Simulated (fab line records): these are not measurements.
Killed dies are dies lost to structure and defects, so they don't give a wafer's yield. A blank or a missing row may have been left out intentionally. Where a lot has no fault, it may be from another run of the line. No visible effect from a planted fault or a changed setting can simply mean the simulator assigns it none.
Which tool did it? ; flow rit_cmos ; 15 lots with 45 wafers sampled at 2 steps, on a route of 202 steps

WHAT THE GAUGES SHOWED, per wafer
RIT_GATE_THK_MEAS_09. Usual: for GATE_POLY_THK the level is 249.4 nm and the standard deviation is 2.3.
lot;measured;on;GATE_POLY_THK (nm);flag
L552;day 2 16:40;film_metro-01;252.0 252.9 252.9;
L553;day 2 20:32;film_metro-04;249.2 249.3 248.3;
L554;day 2 22:10;film_metro-04;249.6 250.6 249.2;
L555;day 3 09:11;film_metro-03;252.9 251.7 252.5;
L556;day 3 10:47;film_metro-01;248.5 248.1 248.6;
L558;day 3 23:07;film_metro-04;249.1 253.7 251.2;
L557;day 3 23:09;film_metro-03;249.1 248.2 247.4;
L559;day 4 05:56;film_metro-01;252.9 251.2 254.7;
L560;day 4 14:32;film_metro-01;248.0 250.9 250.4;
L561;day 4 18:10;film_metro-01;248.1 246.0 248.5;
L562;day 4 19:25;film_metro-04;250.6 249.0 251.5;
L563;day 5 05:39;film_metro-04;249.4 250.9 248.5;
L569;day 6 06:13;film_metro-04;198.8 198.3 198.3;OFF
L570;day 6 10:11;film_metro-04;200.3 200.2 199.7;OFF
L571;day 6 13:12;film_metro-01;200.5 199.1 198.4;OFF

WHICH TOOL RAN EACH LOT (tool, then ch and the chambers of the sampled wafers, then the start)
lot;RIT_GATE_CVD_08
L552;lpcvd-01 ch 0, day 2 15:02
L553;lpcvd-01 ch 0, day 2 18:55
L554;lpcvd-01 ch 0, day 2 20:32
L555;lpcvd-01 ch 1, day 3 07:33
L556;lpcvd-01 ch 1, day 3 09:10
L558;lpcvd-01 ch 0, day 3 21:29
L557;lpcvd-02 ch 0, day 3 21:31
L559;lpcvd-01 ch 1, day 4 04:19
L560;lpcvd-02 ch 1, day 4 12:55
L561;lpcvd-01 ch 0, day 4 16:32
L562;lpcvd-02 ch 1, day 4 17:47
L563;lpcvd-02 ch 0, day 5 04:01
L569;lpcvd-02 ch 1, day 6 04:35
L570;lpcvd-02 ch 0, day 6 07:44
L571;lpcvd-02 ch 1, day 6 10:45
- RIT_GATE_CVD_08: deposits poly-Si from SiH4, target thk 250 nm, time 2220 s.

WHAT THE TOOLS THEMSELVES READ (means of the sampled wafers that have a number; where no wafer has one, the mark that the record gives instead)
RIT_GATE_CVD_08. Usual: sih4_flow_sccm 99.91 sccm, standard deviation 0.25; spike_tc_load_C 632.2 C, standard deviation 2.
lot;tool;sih4_flow_sccm (sccm);spike_tc_load_C (C);flag
L552;lpcvd-01;99.78;634.3;
L553;lpcvd-01;99.81;634.8;
L554;lpcvd-01;99.96;634.3;
L555;lpcvd-01;100.11;630.3;
L556;lpcvd-01;99.63;629.7;
L558;lpcvd-01;99.68;636.1;
L557;lpcvd-02;100.16;630.9;
L559;lpcvd-01;100.13;629.7;
L560;lpcvd-02;99.85;632.6;
L561;lpcvd-01;99.76;634.5;
L562;lpcvd-02;99.89;632.3;
L563;lpcvd-02;99.60;630.9;
L569;lpcvd-02;80.36;633.3;OFF
L570;lpcvd-02;80.15;630.5;OFF
L571;lpcvd-02;80.03;633.3;OFF

THE ANSWER, worked out from the rows above alone
Rule: a lot counts as off when the mean over its wafers that have a number is more than 3 standard deviations away from the usual mean. Also off: a lot with no number at a reading for which 4 or more lots have one. Any other lot the step has rows for is counted as sound. First the gauges in route order, then the tools' own readings, where a lot's mean is used as printed above. The first step at which some lot is off is used, and at that step the reading that is off furthest; a lot without a number counts as furthest.
Off: L569, L570, L571, seen at RIT_GATE_THK_MEAS_09 (GATE_POLY_THK).
A tool fits if, at a process step before that reading, it ran every lot that is off, and no sound lot after the first of them. Not tried: the gauges at RIT_GATE_THK_MEAS_09; whatever is off there is also off at RIT_GATE_CVD_08, on other tools, and gauge error can't account for it. One candidate fits, namely lpcvd-02 at RIT_GATE_CVD_08. A fault onset in the window from L563 (day 5 04:01, its last sound lot) to L569 (day 6 04:35, its first lot off) fits.
The tool's own readings at RIT_GATE_CVD_08 bear it out: on the lots that are off they differ by more than 5 times the standard deviation of the sound lots' means. sih4_flow_sccm reads 80.18 sccm there against 99.86 sccm on the sound lots.

WHAT THE SIMULATOR HAD PUT IN
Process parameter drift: lpcvd-02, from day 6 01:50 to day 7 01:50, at RIT_GATE_CVD_08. From 100, the setting sih4_flow_sccm moved by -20.
Shown lots that were struck: L569, L570, L571. The rule given above showed the same thing.
